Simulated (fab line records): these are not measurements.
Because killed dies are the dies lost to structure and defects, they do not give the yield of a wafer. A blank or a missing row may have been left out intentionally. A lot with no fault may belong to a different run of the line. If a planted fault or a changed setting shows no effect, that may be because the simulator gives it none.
fab line records || flow rit_cmos
record {"lots": 6, "wafers": 18, "last_day": 7}
route steps=202 shown NSD@133 PSD@142 M1@202
lots that met no fault: from a run of the same line without faults
start_h: the number of hours between the record's first day and the start of the first shown wafer of the lot || wait_h: hours from the lot's prior step to this one || " identical to the entry in the row above || L1.1+2: a row that stands for several wafers || - no value, or no start was given || * or withheld: withheld || < > ~ a bound
route shown NAME@n: a module of which the file shows steps, and the number in the route of the first || usual: mean and standard deviation over wafers with no fault || same: alike in all rows || chamber/n: place in a boat || sites: the reading at each site || _std_site: standard deviation across them || _edge_site: the outer-site mean with the inner-site mean subtracted || radius_mm: how far each site lies from the wafer's centre || mask NAME#n: copy n || behind: the tool/chamber that last shaped the wafer || hold: what put the lot on hold/how long, in hours/how the hold closed || device: whichever transistor did not switch (one of n, p or np) || end of line: the same wafers' tests at the end of the route || a step given without rows: its recipe and nothing more || killed: dies lost to structure and defects at the first sort, not the wafer's yield || map: shows each die of a wafer: x if killed, . if not, _ if none is there
set.NAME: the setting the step ran with; set.NAME@STEP: the setting that earlier step ran with || model.NAME: the simulator's own value behind a step, which no gauge read
lots at some steps of the route; a table a step, a row a wafer
services: a tool's chamber out of use, with start hour (start_h, from the record's first day; less than 0 if before it), hours out, and reason
## steps
# step RIT_NSD_SOFTBAKE_02
# recipe {"resist": "NOVOLAK", "temp_c": 90, "time_s": 60}
# step RIT_NSD_EXPOSE_03
# recipe {"mask_id": "M9", "na": 0.57, "target_cd_nm": 40700, "dose_mj": 250}
# step RIT_NSD_PEB_04
# recipe {"resist": "NOVOLAK", "temp_c": "withheld", "time_s": "withheld"}
# step RIT_NSD_DEVELOP_05
# recipe {"resist": "NOVOLAK", "develop_time_s": 50, "dev_temp_c": 23}
# step RIT_NSD_OVL_MEAS_06
# usual {"NSD_OVL": "-0.3/1.7"}
{"lot.wafer": "L922.1", "tool": "overlay-02", "chamber": "-", "start_h": 49.87, "wait_h": "-", "NSD_OVL[nm]": 0.3}
{"lot.wafer": "L922.4", "tool": "overlay-02", "chamber": "-", "start_h": 49.87, "wait_h": "-", "NSD_OVL[nm]": 1.4}
{"lot.wafer": "L922.6", "tool": "overlay-02", "chamber": "-", "start_h": 49.87, "wait_h": "-", "NSD_OVL[nm]": -0.6}
{"lot.wafer": "L927.1", "tool": "overlay-01", "chamber": "-", "start_h": 76.63, "wait_h": "-", "NSD_OVL[nm]": 1.7}
{"lot.wafer": "L927.2", "tool": "overlay-01", "chamber": "-", "start_h": 76.63, "wait_h": "-", "NSD_OVL[nm]": 1.3}
{"lot.wafer": "L927.4", "tool": "overlay-01", "chamber": "-", "start_h": 76.63, "wait_h": "-", "NSD_OVL[nm]": 2.8}
{"lot.wafer": "L933.2", "tool": "overlay-01", "chamber": "-", "start_h": 102.66, "wait_h": "-", "NSD_OVL[nm]": -0.7}
{"lot.wafer": "L933.3", "tool": "overlay-01", "chamber": "-", "start_h": 102.66, "wait_h": "-", "NSD_OVL[nm]": -1.4}
{"lot.wafer": "L933.6", "tool": "overlay-01", "chamber": "-", "start_h": 102.66, "wait_h": "-", "NSD_OVL[nm]": 0.7}
{"lot.wafer": "L935.2", "tool": "overlay-01", "chamber": "-", "start_h": 112.25, "wait_h": "-", "NSD_OVL[nm]": -1.3}
{"lot.wafer": "L935.4", "tool": "overlay-01", "chamber": "-", "start_h": 112.25, "wait_h": "-", "NSD_OVL[nm]": -3.1}
{"lot.wafer": "L935.5", "tool": "overlay-01", "chamber": "-", "start_h": 112.25, "wait_h": "-", "NSD_OVL[nm]": -1.8}
{"lot.wafer": "L942.1", "tool": "overlay-01", "chamber": "-", "start_h": 148.45, "wait_h": "-", "NSD_OVL[nm]": 3.3}
{"lot.wafer": "L942.3", "tool": "overlay-01", "chamber": "-", "start_h": 148.45, "wait_h": "-", "NSD_OVL[nm]": 1.0}
{"lot.wafer": "L942.6", "tool": "overlay-01", "chamber": "-", "start_h": 148.45, "wait_h": "-", "NSD_OVL[nm]": 2.0}
{"lot.wafer": "L944.1", "tool": "overlay-01", "chamber": "-", "start_h": 159.32, "wait_h": "-", "NSD_OVL[nm]": -0.8}
{"lot.wafer": "L944.3", "tool": "overlay-01", "chamber": "-", "start_h": 159.32, "wait_h": "-", "NSD_OVL[nm]": -1.1}
{"lot.wafer": "L944.6", "tool": "overlay-01", "chamber": "-", "start_h": 159.32, "wait_h": "-", "NSD_OVL[nm]": -2.1}
# step RIT_NSD_HARDBAKE_07
# recipe {"resist": "NOVOLAK", "temp_c": 140, "time_s": 60}
# step RIT_NSD_IMPLANT_08
# recipe {"species": "P", "energy_kev": 25, "dose_cm2": 1e+15, "tilt_deg": 7}
# step RIT_NSD_STRIP_09
# recipe {"chemistry": "O2", "time_s": 180, "resist": "NOVOLAK", "platen_temp_c": "withheld", "power_w": 500, "pressure_mtorr": 4000, "o2_flow_sccm": 4000}
# usual {"drypump_motor_current_A": "5.7/0.67"}
{"lot.wafer": "L922.1", "tool": "plasma_asher-01", "chamber": 0, "start_h": 50.21, "wait_h": 0.1, "drypump_motor_current_A": 6.5, "rf_hours_counter_h": 38}
{"lot.wafer": "L922.4", "tool": "plasma_asher-01", "chamber": 1, "start_h": 50.21, "wait_h": 0.1, "drypump_motor_current_A": 5.0, "rf_hours_counter_h": "-"}
{"lot.wafer": "L922.6", "tool": "plasma_asher-01", "chamber": 1, "start_h": 50.21, "wait_h": 0.1, "drypump_motor_current_A": 5.0, "rf_hours_counter_h": "-"}
{"lot.wafer": "L927.1", "tool": "plasma_asher-01", "chamber": 1, "start_h": 76.97, "wait_h": 0.1, "drypump_motor_current_A": 5.0, "rf_hours_counter_h": 40}
{"lot.wafer": "L927.2", "tool": "plasma_asher-01", "chamber": 0, "start_h": 76.97, "wait_h": 0.1, "drypump_motor_current_A": 6.5, "rf_hours_counter_h": 40}
{"lot.wafer": "L927.4", "tool": "plasma_asher-01", "chamber": 0, "start_h": 76.97, "wait_h": 0.1, "drypump_motor_current_A": 6.5, "rf_hours_counter_h": "-"}
{"lot.wafer": "L933.2", "tool": "plasma_asher-02", "chamber": 1, "start_h": 102.99, "wait_h": 0.1, "drypump_motor_current_A": 4.9, "rf_hours_counter_h": 47}
{"lot.wafer": "L933.3", "tool": "plasma_asher-02", "chamber": 0, "start_h": 102.99, "wait_h": 0.1, "drypump_motor_current_A": 6.2, "rf_hours_counter_h": "-"}
{"lot.wafer": "L933.6", "tool": "plasma_asher-02", "chamber": 0, "start_h": 102.99, "wait_h": 0.1, "drypump_motor_current_A": 6.2, "rf_hours_counter_h": "-"}
{"lot.wafer": "L935.2", "tool": "plasma_asher-01", "chamber": 1, "start_h": 112.58, "wait_h": 0.1, "drypump_motor_current_A": 5.0, "rf_hours_counter_h": 44}
{"lot.wafer": "L935.4", "tool": "plasma_asher-01", "chamber": 0, "start_h": 112.58, "wait_h": 0.1, "drypump_motor_current_A": 6.5, "rf_hours_counter_h": "-"}
{"lot.wafer": "L935.5", "tool": "plasma_asher-01", "chamber": 1, "start_h": 112.58, "wait_h": 0.1, "drypump_motor_current_A": 5.0, "rf_hours_counter_h": "-"}
{"lot.wafer": "L942.1", "tool": "plasma_asher-01", "chamber": 1, "start_h": 148.79, "wait_h": 0.1, "drypump_motor_current_A": 5.0, "rf_hours_counter_h": 48}
{"lot.wafer": "L942.3", "tool": "plasma_asher-01", "chamber": 0, "start_h": 148.79, "wait_h": 0.1, "drypump_motor_current_A": 6.5, "rf_hours_counter_h": "-"}
{"lot.wafer": "L942.6", "tool": "plasma_asher-01", "chamber": 0, "start_h": 148.79, "wait_h": 0.1, "drypump_motor_current_A": 6.5, "rf_hours_counter_h": "-"}
{"lot.wafer": "L944.1", "tool": "plasma_asher-02", "chamber": 0, "start_h": 159.65, "wait_h": 0.1, "drypump_motor_current_A": 6.2, "rf_hours_counter_h": 5}
{"lot.wafer": "L944.3", "tool": "plasma_asher-02", "chamber": 1, "start_h": 159.65, "wait_h": 0.1, "drypump_motor_current_A": 4.9, "rf_hours_counter_h": "-"}
{"lot.wafer": "L944.6", "tool": "plasma_asher-02", "chamber": 1, "start_h": 159.65, "wait_h": 0.1, "drypump_motor_current_A": 4.9, "rf_hours_counter_h": "-"}
# step RIT_NSD_TW_MEAS_10
# usual {"NSD_TW": "3123/13"}
{"lot.wafer": "L922.1", "tool": "film_metro-03", "chamber": "-", "start_h": 50.38, "wait_h": 0.1, "NSD_TW": 3119}
{"lot.wafer": "L922.4", "tool": "film_metro-03", "chamber": "-", "start_h": 50.38, "wait_h": 0.1, "NSD_TW": 3128}
{"lot.wafer": "L922.6", "tool": "film_metro-03", "chamber": "-", "start_h": 50.38, "wait_h": 0.1, "NSD_TW": 3108}
{"lot.wafer": "L927.1", "tool": "film_metro-04", "chamber": "-", "start_h": 77.14, "wait_h": 0.1, "NSD_TW": 3129}
{"lot.wafer": "L927.2", "tool": "film_metro-04", "chamber": "-", "start_h": 77.14, "wait_h": 0.1, "NSD_TW": 3126}
{"lot.wafer": "L927.4", "tool": "film_metro-04", "chamber": "-", "start_h": 77.14, "wait_h": 0.1, "NSD_TW": 3133}
{"lot.wafer": "L933.2", "tool": "film_metro-02", "chamber": "-", "start_h": 103.18, "wait_h": 0.1, "NSD_TW": 3116}
{"lot.wafer": "L933.3", "tool": "film_metro-02", "chamber": "-", "start_h": 103.18, "wait_h": 0.1, "NSD_TW": 3118}
{"lot.wafer": "L933.6", "tool": "film_metro-02", "chamber": "-", "start_h": 103.18, "wait_h": 0.1, "NSD_TW": 3102}
{"lot.wafer": "L935.2", "tool": "film_metro-04", "chamber": "-", "start_h": 112.76, "wait_h": 0.1, "NSD_TW": 3123}
{"lot.wafer": "L935.4", "tool": "film_metro-04", "chamber": "-", "start_h": 112.76, "wait_h": 0.1, "NSD_TW": 3117}
{"lot.wafer": "L935.5", "tool": "film_metro-04", "chamber": "-", "start_h": 112.76, "wait_h": 0.1, "NSD_TW": 3116}
{"lot.wafer": "L942.1", "tool": "film_metro-02", "chamber": "-", "start_h": 148.96, "wait_h": 0.1, "NSD_TW": 3109}
{"lot.wafer": "L942.3", "tool": "film_metro-02", "chamber": "-", "start_h": 148.96, "wait_h": 0.1, "NSD_TW": 3099}
{"lot.wafer": "L942.6", "tool": "film_metro-02", "chamber": "-", "start_h": 148.96, "wait_h": 0.1, "NSD_TW": 3131}
{"lot.wafer": "L944.1", "tool": "film_metro-04", "chamber": "-", "start_h": 159.83, "wait_h": 0.1, "NSD_TW": 3138}
{"lot.wafer": "L944.3", "tool": "film_metro-04", "chamber": "-", "start_h": 159.83, "wait_h": 0.1, "NSD_TW": 3121}
{"lot.wafer": "L944.6", "tool": "film_metro-04", "chamber": "-", "start_h": 159.83, "wait_h": 0.1, "NSD_TW": 3136}
# step RIT_PSD_HMDS_00
# recipe {"prime_time_s": 60, "prime_temp_c": 140}
# step RIT_PSD_COAT_01
# recipe {"resist": "NOVOLAK", "spin_rpm": 3250, "resist_thk_nm": 1000}
# step RIT_PSD_SOFTBAKE_02
# recipe {"resist": "NOVOLAK", "temp_c": 90, "time_s": 60}
# step RIT_PSD_EXPOSE_03
# recipe {"mask_id": "M10", "na": 0.57, "target_cd_nm": 40900, "dose_mj": 250}
# usual {"exposure_dose_mJ_cm2": "249.97/0.24"}
{"lot.wafer": "L922.1", "tool": "iline_stepper-01", "chamber": 0, "start_h": 51.00, "wait_h": 0.2, "mask": "M10#0", "exposure_dose_mJ_cm2": 249.65, "model.PSD.overlay_x_nm": 1.574}
{"lot.wafer": "L922.4", "tool": "iline_stepper-01", "chamber": 0, "start_h": 51.00, "wait_h": 0.2, "mask": "M10#0", "exposure_dose_mJ_cm2": 249.53, "model.PSD.overlay_x_nm": 1.574}
{"lot.wafer": "L922.6", "tool": "iline_stepper-01", "chamber": 0, "start_h": 51.00, "wait_h": 0.2, "mask": "M10#0", "exposure_dose_mJ_cm2": 249.72, "model.PSD.overlay_x_nm": 1.574}
{"lot.wafer": "L927.1", "tool": "iline_stepper-02", "chamber": 0, "start_h": 77.76, "wait_h": 0.1, "mask": "M10#0", "exposure_dose_mJ_cm2": 250.02, "model.PSD.overlay_x_nm": 1.187}
{"lot.wafer": "L927.2", "tool": "iline_stepper-02", "chamber": 0, "start_h": 77.76, "wait_h": 0.1, "mask": "M10#0", "exposure_dose_mJ_cm2": 250.30, "model.PSD.overlay_x_nm": 1.187}
{"lot.wafer": "L927.4", "tool": "iline_stepper-02", "chamber": 0, "start_h": 77.76, "wait_h": 0.1, "mask": "M10#0", "exposure_dose_mJ_cm2": 249.89, "model.PSD.overlay_x_nm": 1.187}
{"lot.wafer": "L933.2", "tool": "iline_stepper-01", "chamber": 0, "start_h": 103.82, "wait_h": 0.2, "mask": "M10#0", "exposure_dose_mJ_cm2": 249.75, "model.PSD.overlay_x_nm": 132.5}
{"lot.wafer": "L933.3", "tool": "iline_stepper-01", "chamber": 0, "start_h": 103.82, "wait_h": 0.2, "mask": "M10#0", "exposure_dose_mJ_cm2": 249.91, "model.PSD.overlay_x_nm": 132.5}
{"lot.wafer": "L933.6", "tool": "iline_stepper-01", "chamber": 0, "start_h": 103.82, "wait_h": 0.2, "mask": "M10#0", "exposure_dose_mJ_cm2": 249.91, "model.PSD.overlay_x_nm": 132.5}
{"lot.wafer": "L935.2", "tool": "iline_stepper-01", "chamber": 0, "start_h": 113.41, "wait_h": 0.2, "mask": "M10#0", "exposure_dose_mJ_cm2": 249.79, "model.PSD.overlay_x_nm": 131.8}
{"lot.wafer": "L935.4", "tool": "iline_stepper-01", "chamber": 0, "start_h": 113.41, "wait_h": 0.2, "mask": "M10#0", "exposure_dose_mJ_cm2": 249.59, "model.PSD.overlay_x_nm": 131.8}
{"lot.wafer": "L935.5", "tool": "iline_stepper-01", "chamber": 0, "start_h": 113.41, "wait_h": 0.2, "mask": "M10#0", "exposure_dose_mJ_cm2": 249.62, "model.PSD.overlay_x_nm": 131.8}
{"lot.wafer": "L942.1", "tool": "iline_stepper-02", "chamber": 0, "start_h": 149.60, "wait_h": 0.2, "mask": "M10#0", "exposure_dose_mJ_cm2": 249.97, "model.PSD.overlay_x_nm": 2.158}
{"lot.wafer": "L942.3", "tool": "iline_stepper-02", "chamber": 0, "start_h": 149.60, "wait_h": 0.2, "mask": "M10#0", "exposure_dose_mJ_cm2": 249.71, "model.PSD.overlay_x_nm": 2.158}
{"lot.wafer": "L942.6", "tool": "iline_stepper-02", "chamber": 0, "start_h": 149.60, "wait_h": 0.2, "mask": "M10#0", "exposure_dose_mJ_cm2": 249.64, "model.PSD.overlay_x_nm": 2.158}
{"lot.wafer": "L944.1", "tool": "iline_stepper-02", "chamber": 0, "start_h": 160.34, "wait_h": 0.1, "mask": "M10#0", "exposure_dose_mJ_cm2": 250.07, "model.PSD.overlay_x_nm": -0.801}
{"lot.wafer": "L944.3", "tool": "iline_stepper-02", "chamber": 0, "start_h": 160.34, "wait_h": 0.1, "mask": "M10#0", "exposure_dose_mJ_cm2": 249.91, "model.PSD.overlay_x_nm": -0.801}
{"lot.wafer": "L944.6", "tool": "iline_stepper-02", "chamber": 0, "start_h": 160.34, "wait_h": 0.1, "mask": "M10#0", "exposure_dose_mJ_cm2": 250.34, "model.PSD.overlay_x_nm": -0.801}
# step RIT_PSD_PEB_04
# recipe {"resist": "NOVOLAK", "temp_c": "withheld", "time_s": "withheld"}
# step RIT_PSD_DEVELOP_05
# recipe {"resist": "NOVOLAK", "develop_time_s": 50, "dev_temp_c": 23}
# step RIT_PSD_OVL_MEAS_06
# usual {"PSD_OVL": "0.9/1.4"}
{"lot.wafer": "L922.1", "tool": "overlay-02", "chamber": "-", "start_h": 51.60, "wait_h": "-", "PSD_OVL[nm]": 2.2}
{"lot.wafer": "L922.4", "tool": "overlay-02", "chamber": "-", "start_h": 51.60, "wait_h": "-", "PSD_OVL[nm]": 1.2}
{"lot.wafer": "L922.6", "tool": "overlay-02", "chamber": "-", "start_h": 51.60, "wait_h": "-", "PSD_OVL[nm]": 0.0}
{"lot.wafer": "L927.1", "tool": "overlay-02", "chamber": "-", "start_h": 78.16, "wait_h": "-", "PSD_OVL[nm]": 1.8}
{"lot.wafer": "L927.2", "tool": "overlay-02", "chamber": "-", "start_h": 78.16, "wait_h": "-", "PSD_OVL[nm]": 0.5}
{"lot.wafer": "L927.4", "tool": "overlay-02", "chamber": "-", "start_h": 78.16, "wait_h": "-", "PSD_OVL[nm]": -0.1}
{"lot.wafer": "L933.2", "tool": "overlay-01", "chamber": "-", "start_h": 104.33, "wait_h": "-", "PSD_OVL[nm]": 130.6}
{"lot.wafer": "L933.3", "tool": "overlay-01", "chamber": "-", "start_h": 104.33, "wait_h": "-", "PSD_OVL[nm]": 131.0}
{"lot.wafer": "L933.6", "tool": "overlay-01", "chamber": "-", "start_h": 104.33, "wait_h": "-", "PSD_OVL[nm]": 132.0}
{"lot.wafer": "L935.2", "tool": "overlay-01", "chamber": "-", "start_h": 113.79, "wait_h": "-", "PSD_OVL[nm]": 132.6}
{"lot.wafer": "L935.4", "tool": "overlay-01", "chamber": "-", "start_h": 113.79, "wait_h": "-", "PSD_OVL[nm]": 132.9}
{"lot.wafer": "L935.5", "tool": "overlay-01", "chamber": "-", "start_h": 113.79, "wait_h": "-", "PSD_OVL[nm]": 132.7}
{"lot.wafer": "L942.1", "tool": "overlay-02", "chamber": "-", "start_h": 150.00, "wait_h": "-", "PSD_OVL[nm]": 3.0}
{"lot.wafer": "L942.3", "tool": "overlay-02", "chamber": "-", "start_h": 150.00, "wait_h": "-", "PSD_OVL[nm]": 3.0}
{"lot.wafer": "L942.6", "tool": "overlay-02", "chamber": "-", "start_h": 150.00, "wait_h": "-", "PSD_OVL[nm]": 2.0}
{"lot.wafer": "L944.1", "tool": "overlay-01", "chamber": "-", "start_h": 160.74, "wait_h": "-", "PSD_OVL[nm]": 1.3}
{"lot.wafer": "L944.3", "tool": "overlay-01", "chamber": "-", "start_h": 160.74, "wait_h": "-", "PSD_OVL[nm]": 2.2}
{"lot.wafer": "L944.6", "tool": "overlay-01", "chamber": "-", "start_h": 160.74, "wait_h": "-", "PSD_OVL[nm]": 2.0}
# step RIT_PSD_HARDBAKE_07
# recipe {"resist": "NOVOLAK", "temp_c": 140, "time_s": 60}
# step RIT_M1_PROBE_99
# usual {"killed_at_M0_to_M3": "0.0/0.12", "killed_at_front_end": "7/3.1", "killed_dies": "7/3.1", "killed_open": "3.5/2.2", "killed_short": "3.3/1.9"}
# same {"gross_dies": 264, "killed_at_M4_up": 0, "killed_at_back_side": 0, "killed_at_contacts": 0, "killed_at_other": 0}
{"lot.wafer": "L922.1", "tool": "prober-02", "chamber": "-", "start_h": 60.33, "wait_h": 0.1, "killed_at_M0_to_M3": 0, "killed_at_front_end": 4, "killed_dies": 4, "killed_open": 3, "killed_short": 1, "model.etest.select_edge_diode_p.leak_log10_a": -10.23}
{"lot.wafer": "L922.4", "tool": "prober-02", "chamber": "-", "start_h": 60.48, "wait_h": 0.2, "killed_at_M0_to_M3": 0, "killed_at_front_end": 6, "killed_dies": 6, "killed_open": 2, "killed_short": 4, "model.etest.select_edge_diode_p.leak_log10_a": -10.33}
{"lot.wafer": "L922.6", "tool": "prober-02", "chamber": "-", "start_h": 60.58, "wait_h": 0.2, "killed_at_M0_to_M3": 0, "killed_at_front_end": 6, "killed_dies": 6, "killed_open": 4, "killed_short": 2, "model.etest.select_edge_diode_p.leak_log10_a": -10.44}
{"lot.wafer": "L927.1", "tool": "prober-01", "chamber": "-", "start_h": 86.57, "wait_h": 0.2, "killed_at_M0_to_M3": 0, "killed_at_front_end": 6, "killed_dies": 6, "killed_open": 5, "killed_short": 1, "model.etest.select_edge_diode_p.leak_log10_a": -10.31}
{"lot.wafer": "L927.2", "tool": "prober-01", "chamber": "-", "start_h": 86.62, "wait_h": 0.2, "killed_at_M0_to_M3": 0, "killed_at_front_end": 6, "killed_dies": 6, "killed_open": 3, "killed_short": 3, "model.etest.select_edge_diode_p.leak_log10_a": -10.51}
{"lot.wafer": "L927.4", "tool": "prober-01", "chamber": "-", "start_h": 86.72, "wait_h": 0.2, "killed_at_M0_to_M3": 0, "killed_at_front_end": 7, "killed_dies": 7, "killed_open": 4, "killed_short": 3, "model.etest.select_edge_diode_p.leak_log10_a": -10.39}
{"lot.wafer": "L933.2", "tool": "prober-02", "chamber": "-", "start_h": 113.88, "wait_h": 0.1, "killed_at_M0_to_M3": 0, "killed_at_front_end": 7, "killed_dies": 7, "killed_open": 5, "killed_short": 2, "model.etest.select_edge_diode_p.leak_log10_a": -9.803}
{"lot.wafer": "L933.3", "tool": "prober-02", "chamber": "-", "start_h": 113.93, "wait_h": 0.2, "killed_at_M0_to_M3": 0, "killed_at_front_end": 5, "killed_dies": 5, "killed_open": 3, "killed_short": 2, "model.etest.select_edge_diode_p.leak_log10_a": -9.789}
{"lot.wafer": "L933.6", "tool": "prober-02", "chamber": "-", "start_h": 114.08, "wait_h": 0.2, "killed_at_M0_to_M3": 0, "killed_at_front_end": 7, "killed_dies": 7, "killed_open": 5, "killed_short": 2, "model.etest.select_edge_diode_p.leak_log10_a": -9.688}
{"lot.wafer": "L935.2", "tool": "prober-02", "chamber": "-", "start_h": 122.40, "wait_h": 0.1, "killed_at_M0_to_M3": 0, "killed_at_front_end": 5, "killed_dies": 5, "killed_open": 1, "killed_short": 4, "model.etest.select_edge_diode_p.leak_log10_a": -9.445}
{"lot.wafer": "L935.4", "tool": "prober-02", "chamber": "-", "start_h": 122.50, "wait_h": 0.2, "killed_at_M0_to_M3": 0, "killed_at_front_end": 6, "killed_dies": 6, "killed_open": 4, "killed_short": 2, "model.etest.select_edge_diode_p.leak_log10_a": -9.694}
{"lot.wafer": "L935.5", "tool": "prober-02", "chamber": "-", "start_h": 122.55, "wait_h": 0.2, "killed_at_M0_to_M3": 0, "killed_at_front_end": 5, "killed_dies": 5, "killed_open": 4, "killed_short": 1, "model.etest.select_edge_diode_p.leak_log10_a": -9.516}
{"lot.wafer": "L942.1", "tool": "prober-01", "chamber": "-", "start_h": 158.52, "wait_h": 0.1, "killed_at_M0_to_M3": 0, "killed_at_front_end": 12, "killed_dies": 12, "killed_open": 7, "killed_short": 5, "model.etest.select_edge_diode_p.leak_log10_a": -10.27}
{"lot.wafer": "L942.3", "tool": "prober-01", "chamber": "-", "start_h": 158.62, "wait_h": 0.2, "killed_at_M0_to_M3": 0, "killed_at_front_end": 8, "killed_dies": 8, "killed_open": 6, "killed_short": 2, "model.etest.select_edge_diode_p.leak_log10_a": -10.57}
{"lot.wafer": "L942.6", "tool": "prober-01", "chamber": "-", "start_h": 158.77, "wait_h": 0.2, "killed_at_M0_to_M3": 0, "killed_at_front_end": 10, "killed_dies": 10, "killed_open": 5, "killed_short": 5, "model.etest.select_edge_diode_p.leak_log10_a": -10.52}
{"lot.wafer": "L944.1", "tool": "prober-01", "chamber": "-", "start_h": 169.08, "wait_h": 0.1, "killed_at_M0_to_M3": 0, "killed_at_front_end": 4, "killed_dies": 4, "killed_open": 4, "killed_short": 0, "model.etest.select_edge_diode_p.leak_log10_a": -10.32}
{"lot.wafer": "L944.3", "tool": "prober-01", "chamber": "-", "start_h": 169.18, "wait_h": 0.2, "killed_at_M0_to_M3": 1, "killed_at_front_end": 3, "killed_dies": 4, "killed_open": 1, "killed_short": 3, "model.etest.select_edge_diode_p.leak_log10_a": -10.26}
{"lot.wafer": "L944.6", "tool": "prober-01", "chamber": "-", "start_h": 169.33, "wait_h": 0.2, "killed_at_M0_to_M3": 0, "killed_at_front_end": 4, "killed_dies": 4, "killed_open": 1, "killed_short": 3, "model.etest.select_edge_diode_p.leak_log10_a": -10.23}
# killed by level:class
L922.1 GATE:geometric_particle:open=2 GATE:geometric_particle:short=1 REOX:geometric_particle:open=1
L922.4 FOX1:geometric_particle:short=3 FOX1:geometric_particle:open=1 GATE:geometric_particle:short=1 SILICIDE:geometric_particle:open=1
L922.6 SILICIDE:geometric_particle:open=3 GATE:geometric_particle:short=2 FOX2:geometric_particle:open=1
L927.1 SPACER:geometric_particle:open=2 FOX2:geometric_particle:open=1 GATE:geometric_particle:open=1 REOX:geometric_particle:short=1 REOX:geometric_particle:open=1
L927.2 GATE:geometric_particle:open=2 GATE:geometric_particle:short=1 SPACER:geometric_particle:open=1 SPACER:geometric_particle:short=1 SILICIDE:geometric_particle:short=1
L927.4 FOX2:geometric_particle:open=2 FOX1:geometric_particle:open=1 GATE:geometric_particle:open=1 GATE:geometric_particle:short=1 SPACER:geometric_particle:short=1 SILICIDE:geometric_particle:short=1
L933.2 GATE:geometric_particle:open=2 FOX2:geometric_particle:open=1 GATE:geometric_particle:short=1 REOX:geometric_particle:open=1 REOX:geometric_particle:short=1 SPACER:geometric_particle:open=1
L933.3 GATE:geometric_particle:open=2 FOX2:geometric_particle:short=1 REOX:geometric_particle:open=1 SILICIDE:geometric_particle:short=1
L933.6 GATE:geometric_particle:open=2 GATE:geometric_particle:short=2 REOX:geometric_particle:open=2 FOX2:geometric_particle:open=1
L935.2 GATE:geometric_particle:short=2 FOX2:geometric_particle:short=1 GATE:geometric_particle:open=1 SPACER:geometric_particle:short=1
L935.4 GATE:geometric_particle:open=2 GATE:geometric_particle:short=2 REOX:geometric_particle:open=1 SPACER:geometric_particle:open=1
L935.5 GATE:geometric_particle:open=3 SPACER:geometric_particle:open=1 SPACER:geometric_particle:short=1
L942.1 FOX2:geometric_particle:short=3 FOX2:geometric_particle:open=2 SILICIDE:geometric_particle:open=2 FOX1:geometric_particle:open=1 GATE:geometric_particle:short=1 GATE:geometric_particle:open=1 REOX:geometric_particle:open=1 REOX:geometric_particle:short=1
L942.3 FOX2:geometric_particle:open=3 SILICIDE:geometric_particle:open=2 REOX:geometric_particle:open=1 SPACER:geometric_particle:short=1 SILICIDE:geometric_particle:short=1
L942.6 SILICIDE:geometric_particle:short=3 FOX1:geometric_particle:open=2 REOX:geometric_particle:short=2 GATE:geometric_particle:open=1 REOX:geometric_particle:open=1 SPACER:geometric_particle:open=1
L944.1 REOX:geometric_particle:open=2 GATE:geometric_particle:open=1 SPACER:geometric_particle:open=1
L944.3 ACTIVE:geometric_particle:short=1 REOX:geometric_particle:short=1 SILICIDE:geometric_particle:open=1 M1:geometric_particle:short=1
L944.6 FOX2:geometric_particle:short=1 GATE:geometric_particle:short=1 REOX:geometric_particle:short=1 SILICIDE:geometric_particle:open=1
## services
{"tool": "iline_stepper-02", "chamber": "-", "start_h": 39.74, "hours": 16.8, "kind": "repair"}
{"tool": "iline_stepper-02", "chamber": "-", "start_h": 56.49, "hours": 8.9, "kind": "pm"}
{"tool": "plasma_asher-02", "chamber": "-", "start_h": 80.01, "hours": 1.5, "kind": "repair"}
{"tool": "iline_stepper-01", "chamber": "-", "start_h": 98.45, "hours": 4.4, "kind": "pm"}
{"tool": "plasma_asher-02", "chamber": "-", "start_h": 108.75, "hours": 9.0, "kind": "pm"}
{"tool": "plasma_asher-02", "chamber": 0, "start_h": 108.75, "hours": 9.0, "kind": "vent_cycle"}
{"tool": "plasma_asher-02", "chamber": 1, "start_h": 108.75, "hours": 9.0, "kind": "vent_cycle"}
{"tool": "plasma_asher-02", "chamber": 0, "start_h": 117.75, "hours": "-", "kind": "clean"}
{"tool": "plasma_asher-02", "chamber": 1, "start_h": 117.75, "hours": "-", "kind": "clean"}
{"tool": "plasma_asher-02", "chamber": "-", "start_h": 137.37, "hours": 1.0, "kind": "repair"}
{"tool": "plasma_asher-01", "chamber": "-", "start_h": 140.96, "hours": 4.8, "kind": "repair"}
## key
first_sign {"step": "RIT_PSD_OVL_MEAS_06", "reading": "PSD_OVL", "direction": "up", "sigmas": 93, "usual": 0.9, "struck": 132.0}
effect none on later readings
model_effect {"step": "RIT_PSD_EXPOSE_03", "value": "PSD.overlay_x_nm", "without": 2.125, "struck": 132.1}
model_effect {"step": "RIT_M1_PROBE_99", "value": "etest.select_edge_diode_p.leak_log10_a", "without": -10.31, "struck": -9.656}
met_at RIT_PSD_EXPOSE_03
struck_wafers L933.2,L933.3,L933.6,L935.2,L935.4,L935.5
tester_left_out L933,L935
onset_between 51.00 103.82
fault {"kind": "scanner_matching_overlay", "tool": "iline_stepper-01", "chamber": "-", "onset_h": 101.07, "steps": "RIT_PSD_EXPOSE_03", "offset": 130}
# tester_left_out: of these lots the tester's yield and bins aren't shown, on N5 and GAA mostly nor the transistor test; their killed dies are dies lost to structure and defects alone, not to doping, threshold or leakage, so they don't give the yield
